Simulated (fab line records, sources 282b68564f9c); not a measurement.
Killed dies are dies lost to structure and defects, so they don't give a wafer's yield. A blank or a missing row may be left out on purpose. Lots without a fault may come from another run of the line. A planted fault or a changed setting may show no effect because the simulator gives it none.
Which tool did it? | flow rit_cmos | 12 lots, 36 wafers sampled, at 4 steps of a route of 202

WHAT THE GAUGES READ, wafer by wafer
RIT_ACTIVE_CD_MEAS_90: target cd 1400 nm.
lot  | measured    | on        | cd_nm (nm)
L265 | day 1 15:20 | cd_sem-01 | 1401.8 1401.1 1402.4
L266 | day 1 22:55 | cd_sem-01 | 1400.6 1400.9 1402.7
L269 | day 2 12:11 | cd_sem-01 | 1403.2 1400.9 1402.2
L270 | day 2 19:38 | cd_sem-02 | 1396.5 1401.3 1398.6
L271 | day 2 23:02 | cd_sem-02 | 1401.5 1402.2 1401.1
L273 | day 3 08:35 | cd_sem-02 | 1399.9 1400.0 1398.9
L280 | day 4 21:45 | cd_sem-02 | 1403.5 1405.3 1403.0
L281 | day 5 03:10 | cd_sem-02 | 1399.0 1402.6 1402.6
L285 | day 5 21:57 | cd_sem-02 | 1399.9 1397.2 1398.8
L286 | day 6 04:56 | cd_sem-01 | 1407.5 1404.5 1405.7
L287 | day 6 10:34 | cd_sem-01 | 1400.1 1402.5 1401.4
L288 | day 6 12:52 | cd_sem-02 | 1401.0 1399.9 1398.7

RIT_REOX_THK_MEAS_04.
lot  | measured    | on            | REOX_OXIDE_THK (nm)
L265 | day 3 03:02 | film_metro-03 | 24.8 25.0 24.8
L266 | day 3 09:10 | film_metro-03 | 25.3 25.5 25.4
L269 | day 3 22:18 | film_metro-03 | 25.3 25.1 24.9
L270 | day 4 09:08 | film_metro-04 | 25.0 24.7 24.6
L271 | day 4 17:11 | film_metro-01 | 24.3 24.0 24.3
L273 | day 4 17:11 | film_metro-03 | 24.4 24.5 24.4
L280 | day 6 19:47 | film_metro-03 | 26.0 25.6 25.6
L281 | day 7 03:40 | film_metro-01 | 25.3 25.0 25.4
L285 | day 7 13:31 | film_metro-03 | 25.3 25.3 24.9
L286 | day 7 16:05 | film_metro-03 | 24.7 25.1 24.7
L287 | day 7 16:04 | film_metro-04 | 25.2 25.6 25.0
L288 | day 7 19:58 | film_metro-03 | 25.7 25.5 25.7

RIT_M1_BOW_MEAS_16.
lot  | measured    | on            | M1_BOW (um)
L265 | day 3 20:16 | film_metro-04 | 8 2 24
L266 | day 4 01:40 | film_metro-02 | 14 18 8
L269 | day 4 15:29 | film_metro-02 | 18 9 19
L270 | day 5 01:29 | film_metro-01 | 23 25 20
L271 | day 5 09:33 | film_metro-02 | 24 5 1
L273 | day 5 14:24 | film_metro-04 | 15 27 23
L280 | day 7 12:23 | film_metro-04 | 7 13 4
L281 | day 7 22:29 | film_metro-01 | 20 28 23
L285 | day 8 06:53 | film_metro-04 | 14 4 16
L286 | day 8 10:51 | film_metro-04 | 27 17 18
L287 | day 8 12:20 | film_metro-04 | 29 16 24
L288 | day 8 14:26 | film_metro-04 | 13 19 22

WHICH TOOL RAN EACH LOT (tool, then ch and the chambers of the sampled wafers, then the start)
lot  | RIT_FOX1_OXIDATION_00
L265 | furnace-01 ch 0, day 1 19:05
L266 | furnace-01 ch 0, day 2 02:46
L269 | furnace-04 ch 0, day 2 14:01
L270 | furnace-03 ch 0, day 2 20:08
L271 | furnace-04 ch 0, day 3 00:59
L273 | furnace-04 ch 0, day 3 09:10
L280 | furnace-01 ch 0, day 5 02:35
L281 | furnace-01 ch 0, day 5 06:55
L285 | furnace-04 ch 0, day 6 03:38
L286 | furnace-04 ch 0, day 6 10:08
L287 | furnace-03 ch 0, day 6 13:21
L288 | furnace-03 ch 0, day 6 13:21
- RIT_FOX1_OXIDATION_00: target thk 350.7 nm, ox time 1130 s.

WHAT THE TOOLS THEMSELVES READ (means of the sampled wafers that have a number; where no wafer has one, the mark that the record gives instead)
The record holds no such reading with a usual standard deviation.

THE ANSWER, worked out from the rows above alone
Rule: what is usual is taken from the lots themselves. Put in order of their means at a reading, lots are off if they are a third of the lots or fewer, leave a main group of 4 or more, and stand apart from it by a gap of 3 or more times the standard deviation of the main group's means; of several such gaps the widest counts. A main group whose means are all the same, to the digits that the tables above print for the reading, isn't used. A lot without any number at a reading at which 4 lots or more have one is off too. The other lots that the step has rows for count as sound. The gauges are gone through in route order, then the tools' own readings, and for those a lot's mean is taken as printed above. The first step at which some lot is off is used, and at that step the reading that is off furthest; a lot without a number counts as furthest.
No lot is off at any reading shown: from this, nothing can be told.

WHAT THE SIMULATOR HAD PUT IN
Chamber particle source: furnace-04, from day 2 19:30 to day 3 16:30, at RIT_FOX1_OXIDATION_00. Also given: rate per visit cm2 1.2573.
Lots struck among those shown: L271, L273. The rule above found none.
